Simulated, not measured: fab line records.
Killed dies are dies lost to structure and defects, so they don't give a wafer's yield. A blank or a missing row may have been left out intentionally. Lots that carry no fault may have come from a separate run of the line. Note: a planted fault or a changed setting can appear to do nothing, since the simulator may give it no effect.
A struck lot beside a sound one    flow ritCmos    15 steps out of a route of 202
Sound: wafers L999.1, L999.2, L999.5. Struck: wafers L108.1, L108.3, L108.6. The cause is named last.
Order at every step that has rows: each side's tool, ch and its chambers, its first start. Under that, the readings that differ: sound wafers    struck wafers    difference of the means    sigmas: that difference in standard deviations of wafers without a fault.
alike: readings whose means differ by less than 2 such deviations, and words and numbers that are the same on both sides. not compared: withheld readings, readings that some wafer has no value for, bounds like >300 that may hide the same value, and numbers for which the record gives no deviation and whose values overlap.
The two part at a step that has a row with sigmas, a row that says differs or no value, or rows on one side only. Numbers that have no deviation but don't overlap get no sigmas and don't part them. Lack of a reading on every wafer of one side parts them only where that side has two or more wafers.

RIT_NSD_OVL_MEAS_06:
  sound on overlay-01, day 4 11:14; struck on overlay-01, day 6 13:37
  alike: NSD_OVL
then, 2 steps without rows for these wafers: RIT_NSD_HARDBAKE_07 (time 60 s); RIT_NSD_IMPLANT_08.
RIT_NSD_STRIP_09: strips in O2, time 180 s.
  sound on plasmaAsher-01 ch 0,1, day 4 11:35; struck on plasmaAsher-04 ch 0,1, day 6 13:57
  alike: drypumpMotorCurrentA
  not compared: rfHoursCounterH
RIT_NSD_TW_MEAS_10:
  sound on filmMetro-03, day 4 11:45; struck on filmMetro-02, day 6 14:07
  alike: NSD_TW
then, 6 steps without rows for these wafers: RIT_PSD_HMDS_00 (prime time 60 s); RIT_PSD_COAT_01 (resist thk 1000 nm); RIT_PSD_SOFTBAKE_02 (time 60 s); RIT_PSD_EXPOSE_03 (exposes mask M10, target cd 40900 nm); RIT_PSD_PEB_04; RIT_PSD_DEVELOP_05 (develop time 50 s).
RIT_PSD_OVL_MEAS_06:
  sound on overlay-02, day 4 12:40; struck on overlay-02, day 6 15:13
  alike: PSD_OVL
RIT_PSD_HARDBAKE_07: time 60 s.
  sound on lithoTrack-02 ch 0, day 4 12:42; struck on lithoTrack-04 ch 0, day 6 15:16
reading                                  sound                 struck                difference  sigmas
heaterPowerTotalW (W)                    62.51 62.51 62.56     59.77 59.71 59.68     -2.81       -62
plateTempC (C)                           139.90 139.86 139.89  134.88 134.91 134.90  -4.99       -36
model.NOVOLAK_of_PSD_COAT_01.thkNm (nm)  885.5 884.4 887.7     894.1 891.1 893.8     +7.1        
  alike: resistLineTempC
next, for these wafers, 1 step has no rows: RIT_PSD_IMPLANT_08.
RIT_M1_PROBE_99:
  only the struck wafers here have rows in the record (prober-01, day 6 23:43); the sound ones have none

## WHERE THEY PART
At RIT_PSD_HARDBAKE_07 first; at RIT_M1_PROBE_99 last (within this record only).

WHY: what the simulator had put in
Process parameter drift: lithoTrack-04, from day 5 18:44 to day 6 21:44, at RIT_PSD_HARDBAKE_07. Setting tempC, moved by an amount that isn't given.
